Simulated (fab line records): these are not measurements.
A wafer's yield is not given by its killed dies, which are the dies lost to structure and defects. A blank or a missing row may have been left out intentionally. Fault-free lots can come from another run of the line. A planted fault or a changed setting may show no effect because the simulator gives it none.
fab line records :: flow rit_cmos
[record]
  lots = 14
  wafers = 42
  last_day = 7
route steps=202 shown NRETRO@54
lots that met no fault: from a run of the same line without faults
start_h: start of the lot's first displayed wafer, in hours after the record's first day :: wait_h: hours since the lot's step before :: " same as the row above :: L1.1+2: a row that stands for several wafers :: - either no value or no given start :: * or withheld: withheld :: < > ~ a bound
route shown NAME@n: names a module that has steps shown in the file, with the first one's number in the route :: usual: mean/standard deviation of fault-free wafers :: same: alike in all rows :: chamber/n: place in a boat :: sites: readings site by site :: _std_site: standard deviation across them :: _edge_site: outer sites' mean less inner sites' :: radius_mm: for every site, how far away it sits from the centre of the wafer :: mask NAME#n: copy n :: behind: the last tool/chamber to shape the wafer :: hold: why the lot was held/for how many hours/how that ended :: device: transistor that didn't switch, given as n, p or np :: end of line: the tests these same wafers got at the end of their route :: a step given without rows: its recipe and nothing more :: killed: count of dies lost to structure and defects at first sort (not the wafer's yield) :: map: dies across one wafer; x = killed, . = not, _ = none there
set.NAME: the setting the step ran with; set.NAME@STEP: the setting that earlier step ran with :: model.NAME: the simulator's own value behind a step, which no gauge read
a sample of lots followed through the steps of the route, with each step as a table and each wafer as a row
[[steps]]
[step RIT_NRETRO_COAT_01]
[recipe]
  resist = NOVOLAK
  spin_rpm = 2000
  resist_thk_nm = 1300
[usual]
  spin_speed_rpm = 1999.9/1.6
lot.wafer: L882.1
tool: litho_track-03
chamber: 0
start_h: 39.62
wait_h: 0.1
spin_speed_rpm: 1998.7

lot.wafer: L882.3
tool: litho_track-03
chamber: 0
start_h: 39.62
wait_h: 0.1
spin_speed_rpm: 2001.2

lot.wafer: L882.4
tool: litho_track-03
chamber: 0
start_h: 39.62
wait_h: 0.1
spin_speed_rpm: 2000.5

lot.wafer: L883.1
tool: litho_track-03
chamber: 0
start_h: 43.76
wait_h: 0.1
spin_speed_rpm: 2000.7

lot.wafer: L883.2
tool: litho_track-03
chamber: 0
start_h: 43.76
wait_h: 0.1
spin_speed_rpm: 2001.2

lot.wafer: L883.3
tool: litho_track-03
chamber: 0
start_h: 43.76
wait_h: 0.1
spin_speed_rpm: 2001.1

lot.wafer: L884.3
tool: litho_track-01
chamber: 0
start_h: 43.85
wait_h: 0.1
spin_speed_rpm: 1999.8

lot.wafer: L884.5
tool: litho_track-01
chamber: 0
start_h: 43.85
wait_h: 0.1
spin_speed_rpm: 2000.5

lot.wafer: L884.6
tool: litho_track-01
chamber: 0
start_h: 43.85
wait_h: 0.1
spin_speed_rpm: 1998.7

lot.wafer: L885.1
tool: litho_track-02
chamber: 0
start_h: 50.47
wait_h: 0.1
spin_speed_rpm: 1997.2

lot.wafer: L885.2
tool: litho_track-02
chamber: 0
start_h: 50.47
wait_h: 0.1
spin_speed_rpm: 1997.7

lot.wafer: L885.3
tool: litho_track-02
chamber: 0
start_h: 50.47
wait_h: 0.1
spin_speed_rpm: 2003.1

lot.wafer: L886.2
tool: litho_track-03
chamber: 0
start_h: 54.72
wait_h: 0.1
spin_speed_rpm: 2001.3

lot.wafer: L886.3
tool: litho_track-03
chamber: 0
start_h: 54.72
wait_h: 0.1
spin_speed_rpm: 1999.2

lot.wafer: L886.6
tool: litho_track-03
chamber: 0
start_h: 54.72
wait_h: 0.1
spin_speed_rpm: 2001.6

lot.wafer: L888.1
tool: litho_track-03
chamber: 0
start_h: 61.10
wait_h: 0.1
spin_speed_rpm: 2003.1

lot.wafer: L888.3
tool: litho_track-03
chamber: 0
start_h: 61.10
wait_h: 0.1
spin_speed_rpm: 2000.7

lot.wafer: L888.5
tool: litho_track-03
chamber: 0
start_h: 61.10
wait_h: 0.1
spin_speed_rpm: 2000.5

lot.wafer: L889.3
tool: litho_track-03
chamber: 0
start_h: 65.51
wait_h: 0.1
spin_speed_rpm: 1999.8

lot.wafer: L889.4
tool: litho_track-03
chamber: 0
start_h: 65.51
wait_h: 0.1
spin_speed_rpm: 2002.1

lot.wafer: L889.6
tool: litho_track-03
chamber: 0
start_h: 65.51
wait_h: 0.1
spin_speed_rpm: 1999.0

lot.wafer: L890.1
tool: litho_track-03
chamber: 0
start_h: 71.35
wait_h: 0.1
spin_speed_rpm: 1999.4

lot.wafer: L890.3
tool: litho_track-03
chamber: 0
start_h: 71.35
wait_h: 0.1
spin_speed_rpm: 2001.6

lot.wafer: L890.5
tool: litho_track-03
chamber: 0
start_h: 71.35
wait_h: 0.1
spin_speed_rpm: 2001.7

lot.wafer: L891.1
tool: litho_track-03
chamber: 0
start_h: 81.68
wait_h: 0.1
spin_speed_rpm: 2000.3

lot.wafer: L891.4
tool: litho_track-03
chamber: 0
start_h: 81.68
wait_h: 0.1
spin_speed_rpm: 1998.7

lot.wafer: L891.6
tool: litho_track-03
chamber: 0
start_h: 81.68
wait_h: 0.1
spin_speed_rpm: 1999.4

lot.wafer: L892.2
tool: litho_track-01
chamber: 0
start_h: 83.52
wait_h: 0.1
spin_speed_rpm: 2000.7

lot.wafer: L892.3
tool: litho_track-01
chamber: 0
start_h: 83.52
wait_h: 0.1
spin_speed_rpm: 2002.2

lot.wafer: L892.4
tool: litho_track-01
chamber: 0
start_h: 83.52
wait_h: 0.1
spin_speed_rpm: 2002.8

lot.wafer: L899.4
tool: litho_track-03
chamber: 0
start_h: 115.29
wait_h: 0.1
spin_speed_rpm: 1905.1

lot.wafer: L899.5
tool: litho_track-03
chamber: 0
start_h: 115.29
wait_h: 0.1
spin_speed_rpm: 1905.0

lot.wafer: L899.6
tool: litho_track-03
chamber: 0
start_h: 115.29
wait_h: 0.1
spin_speed_rpm: 1905.1

lot.wafer: L900.1
tool: litho_track-03
chamber: 0
start_h: 121.58
wait_h: 0.1
spin_speed_rpm: 1907.8

lot.wafer: L900.2
tool: litho_track-03
chamber: 0
start_h: 121.58
wait_h: 0.1
spin_speed_rpm: 1905.7

lot.wafer: L900.6
tool: litho_track-03
chamber: 0
start_h: 121.58
wait_h: 0.1
spin_speed_rpm: 1905.3

lot.wafer: L902.2
tool: litho_track-02
chamber: 0
start_h: 131.47
wait_h: 0.1
spin_speed_rpm: 2000.5

lot.wafer: L902.4
tool: litho_track-02
chamber: 0
start_h: 131.47
wait_h: 0.1
spin_speed_rpm: 1999.8

lot.wafer: L902.6
tool: litho_track-02
chamber: 0
start_h: 131.47
wait_h: 0.1
spin_speed_rpm: 2001.2

lot.wafer: L904.1
tool: litho_track-01
chamber: 0
start_h: 142.10
wait_h: 0.1
spin_speed_rpm: 1997.3

lot.wafer: L904.4
tool: litho_track-01
chamber: 0
start_h: 142.10
wait_h: 0.1
spin_speed_rpm: 1997.7

lot.wafer: L904.6
tool: litho_track-01
chamber: 0
start_h: 142.10
wait_h: 0.1
spin_speed_rpm: 1997.3
[[key]]
[first_sign]
  step = RIT_NRETRO_COAT_01
  reading = spin_speed_rpm
  direction = down
  sigmas = 59
  usual = 1999.9
  struck = 1905.7
effect none on later readings
met_at RIT_NRETRO_COAT_01
struck_lots L899,L900
tester_left_out L899,L900
onset_between 81.68 115.29
[fault]
  kind = process_parameter_drift
  tool = litho_track-03
  chamber = -
  onset_h = 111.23
  steps = RIT_NRETRO_COAT_01
  channel = spin_rpm
  offset = -93.39
  shape = step
  end_h = 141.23
  acts_in = these_recipes_only
  stated = 2000
// tester_left_out: of these lots the tester's yield and bins aren't shown, on N5 and GAA mostly nor the transistor test; their killed dies are dies lost to structure and defects alone, not to doping, threshold or leakage, so they don't give the yield
